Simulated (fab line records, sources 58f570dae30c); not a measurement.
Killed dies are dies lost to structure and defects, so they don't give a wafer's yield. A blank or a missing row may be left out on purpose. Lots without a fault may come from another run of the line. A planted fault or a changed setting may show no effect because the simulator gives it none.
Problem report in the 8D (eight disciplines) form, filled by code | flow berkeley_cmos170 | the parts of the form that need people (team, actions taken, sign-off) are left out

1. THE PROBLEM
M2_AL_RS at UCB170_M2_RS_MEAS_02 reads a mean of 0.0608 ohm/sq on 6 wafers of 2 lots; wafers without a fault read 0.0322 ohm/sq with a standard deviation of 0.00045. That is +64 standard deviations from the usual mean.
The step: measures by four-point-probe.
First seen on wafer L106.3, day 11 02:59, on film_metro-01. The record holds 42 wafers of 14 lots with a number at this step. Rule for "out", or "out of limits": more than 4 standard deviations from the usual mean. The other wafers with a number count as sound.

2. WHAT IT IS AND WHAT IT IS NOT
question                    | is                           | is not
which readings at this step | M2_AL_RS                     | -
which lots                  | L106, L110                   | L100, L101, L102, L104, L109, L115, L116, L117, L995, L996, L997, L999
which wafers of those lots  | all that have a number       | -
read on which gauges        | film_metro-01, film_metro-04 | film_metro-03
when                        | from day 11 02:59            | up to then (24 sound wafers); but 12 sound wafers of L109, L115, L116, L117 came after

3. SUSPECTS, AND WHAT RULES EACH OUT
Counting: a tool at a process step up to the reading stays a suspect if it ran every lot that is out and no sound lot after the first of them.
- the gauge at UCB170_M2_RS_MEAS_02: ruled out. The wafers that are out were read on 2 gauges (film_metro-01, film_metro-04).
- pvd_sputter-04 at UCB170_M2_SPUTTER_01 (material Al, target thk 900 nm, time 120 s): kept. It ran every lot that is out, first L106 (day 11 02:52), and no sound lot after that; its last sound lot up to then is L101 (day 9 23:04).
Left after counting: pvd_sputter-04 at UCB170_M2_SPUTTER_01.

4. THE CAUSE (what the simulator had put in)
Process parameter drift: pvd_sputter-04, from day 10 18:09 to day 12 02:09, at UCB170_M2_SPUTTER_01. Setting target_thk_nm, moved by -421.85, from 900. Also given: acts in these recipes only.
Counting left only this tool.

5. THE CHAIN OF EFFECTS, in route order
Each row: a reading whose mean over the struck wafers that have a number lies more than 3 standard deviations from the usual. Only readings for which the record gives a usual standard deviation are gone through. hours: the time from each lot's start at the first step in this table that gives one to its start at this step, as a median over the lots. sigmas: the change in usual standard deviations.
hours | step                    | reading        | usual         | on struck wafers | change  | sigmas
0     | UCB170_M2_RS_MEAS_02    | M2_AL_RS       | 0.0322 ohm/sq | 0.0608           | +0.0286 | +64
0     | UCB170_M2_THK_MEAS_03   | M2_AL_THK      | 904 nm        | 482              | -422    | -30
2     | UCB170_M2_METAL_ETCH_18 | oes_product_au | 0.857 a.u.    | 0.636            | -0.221  | -20
The process steps in it:
- UCB170_M2_METAL_ETCH_18: etches Al in Cl2/BCl3, stops on SiO2, target depth 1170 nm, time 195 s.

6. WHAT WOULD HAVE CAUGHT IT SOONER
In this record the first reading out of limits at a measuring or inspecting step was taken at day 11 02:59, 9 hours after the fault began at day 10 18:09.
Of the tool readings at UCB170_M2_SPUTTER_01 for which the record gives a usual standard deviation, none was out on any struck wafer, so an alarm limit of 4 standard deviations on them would not have fired.
Of the lots that are out (2), L110 began UCB170_M2_SPUTTER_01 on pvd_sputter-04 after day 11 02:59. A hold on the tool at that time would have spared it.
